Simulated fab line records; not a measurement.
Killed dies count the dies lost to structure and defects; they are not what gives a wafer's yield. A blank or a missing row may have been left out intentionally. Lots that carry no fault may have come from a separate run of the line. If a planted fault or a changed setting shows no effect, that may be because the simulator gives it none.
Which of the tools did it? ; flow berkeleyCmos170 ; 14 lots with 42 wafers sampled at 3 steps, on a route of 331 steps

== WHAT THE GAUGES READ, wafer by wafer ==
UCB170_START_THK_MEAS_03.
lot;measured;on;START_OXIDE_THK (nm)
L917;day 1 16:44;filmMetro-03;17.3 17.7 17.2
L918;day 2 00:26;filmMetro-04;18.1 18.3 18.2
L919;day 2 06:16;filmMetro-03;18.1 17.7 18.1
L921;day 2 16:59;filmMetro-03;18.1 17.7 17.8
L924;day 3 03:46;filmMetro-01;18.0 17.9 18.3
L926;day 3 19:05;filmMetro-04;19.0 18.9 18.5
L927;day 3 19:05;filmMetro-03;18.1 18.2 17.9
L931;day 4 20:26;filmMetro-04;18.8 18.8 18.5
L932;day 4 20:28;filmMetro-01;18.4 18.1 18.0
L933;day 5 04:08;filmMetro-04;18.4 18.0 18.2
L936;day 5 20:29;filmMetro-01;18.1 18.1 18.1
L937;day 6 02:13;filmMetro-01;18.0 18.2 17.8
L938;day 6 02:13;filmMetro-04;18.1 17.9 17.9
L939;day 6 09:56;filmMetro-03;17.7 18.2 18.1

UCB170_GATE_THK_MEAS_05.
lot;measured;on;GATE_POLY_THK (nm)
L917;day 7 04:19;filmMetro-02;215.2 215.0 215.4
L918;day 7 17:29;filmMetro-03;212.0 213.0 211.1
L919;day 7 17:26;filmMetro-03;215.4 217.7 216.4
L921;day 7 17:30;filmMetro-02;216.7 218.9 217.5
L924;day 8 18:40;filmMetro-02;213.3 215.3 212.0
L931;day 10 09:35;filmMetro-02;218.1 217.6 217.2
L932;day 10 09:36;filmMetro-01;212.0 212.3 214.1
L933;day 10 09:35;filmMetro-03;210.4 213.7 211.4
L936;day 11 14:56;filmMetro-03;217.6 217.2 218.7
L937;day 11 14:55;filmMetro-02;213.9 213.5 215.0
L938;day 11 14:55;filmMetro-01;214.2 215.0 214.9
L939;day 12 00:40;filmMetro-03;214.4 215.9 214.2

== WHICH TOOL RAN EACH LOT (tool, then ch and the chambers of the sampled wafers, then the start) ==
lot;UCB170_NWELL_CVD_04
L917;lpcvd-02 ch 0, day 2 09:25
L918;lpcvd-01 ch 1, day 2 19:35
L919;lpcvd-01 ch 0, day 3 01:01
L921;lpcvd-02 ch 0, day 3 10:22
L924;lpcvd-02 ch 0, day 3 19:08
L926;lpcvd-02 ch 1, day 4 10:14
L927;lpcvd-02 ch 1, day 4 10:14
L931;lpcvd-02 ch 0, day 5 14:04
L932;lpcvd-02 ch 0, day 5 14:04
L933;lpcvd-02 ch 0, day 5 23:14
L936;lpcvd-01 ch 1, day 6 12:56
L937;lpcvd-01 ch 1, day 6 18:52
L938;lpcvd-01 ch 1, day 6 18:52
L939;lpcvd-02 ch 1, day 7 06:32
- UCB170_NWELL_CVD_04: deposits Si3N4 from SiH2Cl2/NH3, target thk 224 nm, time 3425 s.

== AS READ BY THE TOOLS THEMSELVES (means over the sampled wafers that have a number; for cases with no such wafer, the mark the record gives instead) ==
UCB170_NWELL_CVD_04.
lot;tool;nh3FlowSccm (sccm);pressureMtorr (mTorr);spikeTcCentreC (C);spikeTcSourceC (C)
L917;lpcvd-02;75.55;200.0;804.9;823.6
L918;lpcvd-01;75.18;199.9;800.7;821.6
L919;lpcvd-01;74.75;200.3;802.8;827.2
L921;lpcvd-02;74.90;200.2;803.7;825.1
L924;lpcvd-02;74.98;199.9;803.7;824.2
L926;lpcvd-02;-;-;-;-
L927;lpcvd-02;-;-;-;-
L931;lpcvd-02;74.87;199.9;805.0;823.1
L932;lpcvd-02;74.97;199.5;804.0;824.4
L933;lpcvd-02;75.27;199.6;803.4;824.8
L936;lpcvd-01;75.24;200.3;801.4;821.5
L937;lpcvd-01;74.83;200.1;800.4;820.7
L938;lpcvd-01;75.12;200.7;801.5;821.3
L939;lpcvd-02;75.02;200.1;801.8;828.7

== THE ANSWER, worked out from the rows above alone ==
Rule: the usual values come from the lots themselves. Put in order of their means at a reading, lots are off if they are a third of the lots or fewer, leave a main group of 4 or more, and stand apart from it by a gap of 3 or more times the standard deviation of the main group's means; of several such gaps the widest counts. A main group whose means are all the same, to the digits that the tables above print for the reading, isn't used. Also off: a lot with no number at a reading for which 4 or more lots have one. Any other lot the step has rows for is counted as sound. Order of review: gauges by route order, followed by the tools' own readings, for which a lot's mean as printed above is used. The first step at which some lot is off is used, and at that step the reading that is off furthest; a lot without a number counts as furthest.
Off: L926, L927 (UCB170_NWELL_CVD_04, nh3FlowSccm). Without a number there: L926, L927. The main group: mean 75.06 sccm, standard deviation 0.22.
If a tool, at that step or one of the process steps before it, ran each lot that is off and ran no sound lot following the first of them, it fits. None of those tried fits.

== WHAT THE SIMULATOR HAD PUT IN ==
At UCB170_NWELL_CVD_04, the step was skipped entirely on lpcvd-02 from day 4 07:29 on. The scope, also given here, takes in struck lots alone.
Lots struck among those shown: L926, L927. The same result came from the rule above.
